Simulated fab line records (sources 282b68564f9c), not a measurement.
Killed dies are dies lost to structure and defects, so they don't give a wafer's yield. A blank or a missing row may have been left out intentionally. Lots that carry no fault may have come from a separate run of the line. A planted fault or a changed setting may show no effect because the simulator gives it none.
A lot that was struck, set against a sound lot    flow rit cmos    18 out of 202 route steps
Sound: wafers L330.1, L330.2, L330.6. Wafers L336.1, L336.3, L336.6 were the ones struck. The cause is given at the end.
Per side, at each step with rows, come the tool, then ch with its chambers, and then its first start. Under that, the readings that differ: sound wafers    struck wafers    difference of the means    sigmas: that difference in standard deviations of wafers without a fault.
alike: readings whose means differ by less than 2 such deviations, and words and numbers that are the same on both sides. not compared: withheld readings, readings that some wafer has no value for, bounds like >300 that may hide the same value, and numbers for which the record gives no deviation and whose values overlap.
A row with sigmas, a row that says differs or no value, or rows on one side alone: a step with any of these is where the two part. When numbers do not overlap yet have no deviation, they are printed without sigmas and do not part them. Lack of a reading on every wafer of one side parts them only where that side has two or more wafers.

first, 1 step without rows for these wafers: RIT_PLDD_IMPLANT_08.
RIT_PLDD_STRIP_09: strips in O2, time 180 s.
  sound on plasma asher-04 ch 0,1, day 2 22:38; struck on plasma asher-03 ch 0,1, day 4 01:05
  alike: drypump motor current A
  not compared: rf hours counter h
RIT_PLDD_TW_MEAS_10:
  sound: film metro-01 at day 2 22:49; struck: film metro-01 at day 4 01:16
  alike: PLDD_TW
then, 4 steps without rows for these wafers: RIT_SPACER_CLEAN_00 (cleans in SC1, time 600 s); RIT_SPACER_CLEAN_01 (cleans in dHF, time 30 s); RIT_SPACER_CLEAN_02 (cleans in SC2, time 600 s); RIT_SPACER_CVD_03 (deposits Si3N4 from SiH2Cl2/NH3, target thk 250 nm, time 3300 s).
RIT_SPACER_THK_MEAS_04:
  sound: film metro-02 at day 3 01:10; struck: film metro-01 at day 4 03:37
  alike: SPACER_NITRIDE_THK
RIT_SPACER_ETCHBACK_05: etches Si3N4 in SF6/CHF3, stops on SiO2, target depth 250 nm, time 240 s.
  sound on rie diel-02 ch 2,3, day 3 01:13; struck on rie diel-03 ch 0,3, day 4 03:40
  alike: drypump motor current A, oes product au, throttle valve pct
  not compared: rf hours counter h
then, 3 steps without rows for these wafers: RIT_NSD_HMDS_00 (prime time 60 s); RIT_NSD_COAT_01 (resist thk 1000 nm); RIT_NSD_SOFTBAKE_02 (time 60 s).
RIT_NSD_EXPOSE_03: exposes mask M9, target cd 40700 nm.
  sound on iline stepper-01 ch 0, day 3 01:56; struck on iline stepper-02 ch 0, day 4 04:23
reading                      sound                    struck          difference  sigmas
model.NSD.overlay x nm (nm)  -0.3658 -0.3658 -0.3658  3277 3277 3277  +3277       
  alike: mask
then, 2 steps without rows for these wafers: RIT_NSD_PEB_04; RIT_NSD_DEVELOP_05 (develop time 50 s).
RIT_NSD_OVL_MEAS_06:
  sound: overlay-01 at day 3 02:20; struck: overlay-01 at day 4 04:47
reading       sound           struck                difference  sigmas
NSD_OVL (nm)  -0.9 -2.4 -1.6  3278.4 3276.5 3277.0  +3278.9     +99 or more
then, 1 step without rows for these wafers: RIT_NSD_HARDBAKE_07 (time 60 s).
RIT_M1_PROBE_99:
  sound: prober-02 at day 3 12:40; struck: prober-02 at day 4 17:35
reading                         sound              struck             difference  sigmas
killed at front end             4 15 3             233 238 228        +226        +71
killed dies                     4 15 3             233 238 228        +226        +71
killed on rim                   2 7 0              63 63 60           +59         +37
model.etest.nmos_0p15.bv v (V)  5.476 5.477 5.481  3.446 1.376 3.666  -2.649      
model.etest.nmos_0p3.bv v (V)   5.476 5.477 5.481  3.483 1.376 3.64   -2.645      
model.etest.ring.no ring        0 0 0              1 1 1              +1          
  alike: killed at contacts, killed open, killed short
  not compared: model.etest.nmos_0p15.junction log10 a um, model.etest.nmos_0p3.off log10 a um, model.etest.gate end array.leak log10 a um, model.etest.nmos_0p15.off log10 a um, model.etest.retro edge nmos.off log10 a um

WHERE THEY PART
First at RIT_NSD_OVL_MEAS_06; last, within this record, at RIT_M1_PROBE_99.

WHY: what the simulator had put in
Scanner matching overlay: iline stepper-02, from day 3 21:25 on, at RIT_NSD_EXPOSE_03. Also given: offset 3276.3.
